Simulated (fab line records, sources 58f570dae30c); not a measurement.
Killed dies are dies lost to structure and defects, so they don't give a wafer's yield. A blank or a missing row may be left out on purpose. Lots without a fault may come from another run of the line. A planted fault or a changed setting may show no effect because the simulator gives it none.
Which tool did it? | flow berkeley_cmos170 | 13 lots, 39 wafers sampled, at 4 steps of a route of 331

WHAT THE GAUGES READ, wafer by wafer
UCB170_PWELL_OVL_MEAS_13. Usual: PWELL_OVL -3 nm, standard deviation 6.3.
lot  | measured    | on         | PWELL_OVL (nm) | flag
L232 | day 3 00:52 | overlay-02 | -9 -6 -5       |
L234 | day 3 18:11 | overlay-02 | 0 3 1          |
L233 | day 3 17:35 | overlay-02 | -13 -13 3      |
L235 | day 3 17:56 | overlay-01 | -4 -4 -1       |
L237 | day 4 02:45 | overlay-01 | 2 -1 -2        |
L238 | day 4 10:42 | overlay-02 | 7 9 -2         |
L247 | day 6 14:08 | overlay-01 | -5 -1 0        |
L246 | day 6 09:04 | overlay-02 | -9 -4 -6       |
L251 | day 7 07:04 | overlay-01 | 2 11 4         |
L252 | day 7 07:16 | overlay-02 | 0 1 0          |
L253 | day 7 15:28 | overlay-02 | 4 -3 -3        |
L254 | day 7 15:13 | overlay-02 | -8 -9 -11      |
L255 | day 8 00:19 | overlay-01 | -1 -3 -4       |

UCB170_PWELL_TW_MEAS_17. Usual: PWELL_TW 376, standard deviation 3.7.
lot  | measured    | on            | PWELL_TW    | flag
L232 | day 3 01:15 | film_metro-01 | 371 373 373 |
L234 | day 3 18:35 | film_metro-04 | 373 371 372 |
L233 | day 3 17:59 | film_metro-02 | 379 380 382 |
L235 | day 3 18:19 | film_metro-01 | 372 373 371 |
L237 | day 4 03:08 | film_metro-02 | 381 379 380 |
L238 | day 4 11:05 | film_metro-04 | 372 372 374 |
L247 | day 6 14:32 | film_metro-04 | 375 376 376 |
L246 | day 6 09:27 | film_metro-04 | 375 376 375 |
L251 | day 7 07:27 | film_metro-02 | 381 383 381 |
L252 | day 7 07:39 | film_metro-01 | 375 375 374 |
L253 | day 7 15:51 | film_metro-04 | 372 375 374 |
L254 | day 7 15:36 | film_metro-02 | 383 383 382 |
L255 | day 8 00:43 | film_metro-04 | 376 376 377 |

UCB170_SACOX_THK_MEAS_02. Usual: SACOX_OXIDE_THK 14.51 nm, standard deviation 0.24.
lot  | measured     | on            | SACOX_OXIDE_THK (nm) | flag
L232 | day 5 07:41  | film_metro-04 | 14.71 14.69 14.40    |
L234 | day 6 02:16  | film_metro-04 | 14.76 14.77 14.58    |
L233 | day 6 02:14  | film_metro-03 | 14.52 14.69 14.38    |
L235 | day 6 02:14  | film_metro-01 | 14.35 14.35 14.17    |
L237 | day 6 14:12  | film_metro-04 | 14.55 14.54 14.42    |
L238 | day 6 14:13  | film_metro-01 | 14.22 14.42 14.50    |
L247 | day 9 00:13  | film_metro-03 | 14.75 14.48 14.66    |
L246 | day 9 00:10  | film_metro-04 | 15.04 14.94 14.87    |
L251 | day 9 16:55  | film_metro-04 | 14.76 14.34 14.52    |
L252 | day 9 16:54  | film_metro-01 | 14.37 14.44 14.29    |
L253 | day 10 05:45 | film_metro-04 | 14.35 14.22 14.29    |
L254 | day 10 05:45 | film_metro-01 | 14.72 14.64 14.68    |
L255 | day 10 15:49 | film_metro-04 | 14.25 14.31 14.44    |

WHICH TOOL RAN EACH LOT (tool, then ch and the chambers of the sampled wafers, then the start)
lot  | UCB170_NWELL_EXPOSE_09
L232 | krf_scanner-02 ch 0, day 2 06:58
L234 | krf_scanner-01 ch 0, day 2 20:43
L233 | krf_scanner-01 ch 0, day 2 20:47
L235 | krf_scanner-02 ch 0, day 3 00:19
L237 | krf_scanner-01 ch 0, day 3 10:20
L238 | krf_scanner-02 ch 0, day 3 16:58
L247 | krf_scanner-01 ch 0, day 5 13:41
L246 | krf_scanner-02 ch 0, day 5 13:54
L251 | krf_scanner-01 ch 0, day 6 11:17
L252 | krf_scanner-01 ch 0, day 6 11:22
L253 | krf_scanner-02 ch 0, day 6 19:00
L254 | krf_scanner-01 ch 0, day 6 19:14
L255 | krf_scanner-01 ch 0, day 7 03:58
- UCB170_NWELL_EXPOSE_09: exposes mask NWELL, target cd 3000 nm.

WHAT THE TOOLS THEMSELVES READ (means of the sampled wafers that have a number; where no wafer has one, the mark that the record gives instead)
The record holds no such reading with a usual standard deviation.

THE ANSWER, worked out from the rows above alone
Rule: a lot is off if the mean of its wafers that have a number lies more than 3 standard deviations from the usual mean. A lot without any number at a reading at which 4 lots or more have one is off too. The other lots that the step has rows for count as sound. The gauges are gone through in route order, then the tools' own readings, and for those a lot's mean is taken as printed above. The first step at which some lot is off is used, and at that step the reading that is off furthest; a lot without a number counts as furthest.
No lot is off at any reading shown: from this, nothing can be told.

WHAT THE SIMULATOR HAD PUT IN
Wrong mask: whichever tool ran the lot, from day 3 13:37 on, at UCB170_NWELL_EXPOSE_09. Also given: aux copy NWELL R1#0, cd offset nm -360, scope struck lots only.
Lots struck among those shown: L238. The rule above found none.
